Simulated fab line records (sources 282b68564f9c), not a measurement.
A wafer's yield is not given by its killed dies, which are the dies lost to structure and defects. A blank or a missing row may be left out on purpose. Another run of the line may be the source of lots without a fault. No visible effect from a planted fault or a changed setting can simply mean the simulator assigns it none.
One fault through the eyes of 2 desks | flow rit_cmos | only its own numbers are on each desk; what lay behind them is given at the end

## THE METROLOGY DESK
Means of the sampled wafers that have a number, per lot and without regard to the tool the lot ran on: this is what the gauges read. Any lot whose mean is over 4 standard deviations away from the usual mean is out of limits and marked OUT; that distance is given in the brackets.
Columns: A = PSD_OVL at RIT_PSD_OVL_MEAS_06, usual 0.8 nm; B = NSD_RS at RIT_SDANNEAL_RS_MEAS_05, usual 84.39 ohm/sq; C = M1_AL_RS at RIT_M1_RS_MEAS_01, usual 0.0732 ohm/sq; D = M1_AL_THK at RIT_M1_THK_MEAS_02, usual 401 nm; E = M1_OVL at RIT_M1_OVL_MEAS_10, usual -0.5 nm
lot  | first seen here | A    | B     | C                 | D              | E
L969 | day 3 11:33     | 1.0  | 84.64 | 0.0724            | 402            | -2.4
L970 | day 3 13:09     | 0.1  | 84.27 | 0.0742            | 397            | 0.2
L971 | day 3 13:32     | -0.3 | 84.55 | 0.0735            | 396            | -2.4
L973 | day 4 08:13     | 0.1  | 84.54 | 0.0733            | 399            | 1.1
L974 | day 4 11:02     | 1.3  | 84.48 | 0.0723            | 408            | -3.0
L976 | day 4 13:25     | 1.5  | 84.36 | 0.0750            | 391            | -1.4
L977 | day 5 00:29     | -1.0 | 84.31 | 0.0726            | 403            | -0.5
L978 | day 5 05:42     | 1.1  | 84.49 | 0.0737            | 401            | 2.1
L984 | day 6 10:20     | 3.0  | 84.37 | 0.0834 (+9.3) OUT | 354 (-7.3) OUT | 1.3
L985 | day 6 14:01     | 0.1  | 84.30 | 0.0766            | 384            | -1.6
L986 | day 6 16:19     | 0.9  | 84.40 | 0.0728            | 399            | -2.8
L988 | day 7 07:25     | -0.0 | 84.59 | 0.0739            | 399            | 0.1
L990 | day 8 00:01     | -0.8 | 84.24 | 0.0747            | 391            | 1.9
L992 | day 8 09:27     | 1.8  | 84.64 | 0.0741            | 393            | 2.7
This desk reports L984 out of limits; the earliest was L984 at day 6 15:16 (M1_AL_RS at RIT_M1_RS_MEAS_01). L969, L970, L971, L973, L974, L976, L977, L978, L985, L986, L988, L990, L992 stayed within limits.

## FOR THE TOOL OWNER'S DESK: pvd_sputter-02
The tool's own readings at RIT_M1_SPUTTER_00 (material Al, target thk 400 nm, time 500 s): means of the sampled wafers that have a number, for each lot that ran on this tool. Any lot whose mean is over 4 standard deviations away from the usual mean is out of limits and marked OUT; that distance is given in the brackets.
Columns: A = throttle_valve_pct at RIT_M1_SPUTTER_00, usual 30.6 %
lot  | first seen here | A
L969 | day 3 15:51     | 30.8
L973 | day 4 13:00     | 31.2
L978 | day 5 10:04     | 31.1
L984 | day 6 15:01     | 30.0
L985 | day 6 18:32     | 31.0
This desk's verdict: no lot among the 5 shows anything out of limits.

## BROUGHT TOGETHER
L984 would have let the metrology desk raise an alarm at day 6 15:16.
The tool owner's desk saw nothing out of limits.
On record at the tool owner's desk: L984, within its limits.
All the named lots went through RIT_M1_SPUTTER_00 on pvd_sputter-02.

## WHAT THE SIMULATOR PUT IN
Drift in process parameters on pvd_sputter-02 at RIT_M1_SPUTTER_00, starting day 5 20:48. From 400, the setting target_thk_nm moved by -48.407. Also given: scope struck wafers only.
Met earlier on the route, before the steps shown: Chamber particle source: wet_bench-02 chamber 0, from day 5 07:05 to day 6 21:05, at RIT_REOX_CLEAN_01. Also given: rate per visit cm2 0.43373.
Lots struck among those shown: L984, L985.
Per desk, hours elapsed from the start of the fault to the first reading out of limits: for the metrology desk, 18.
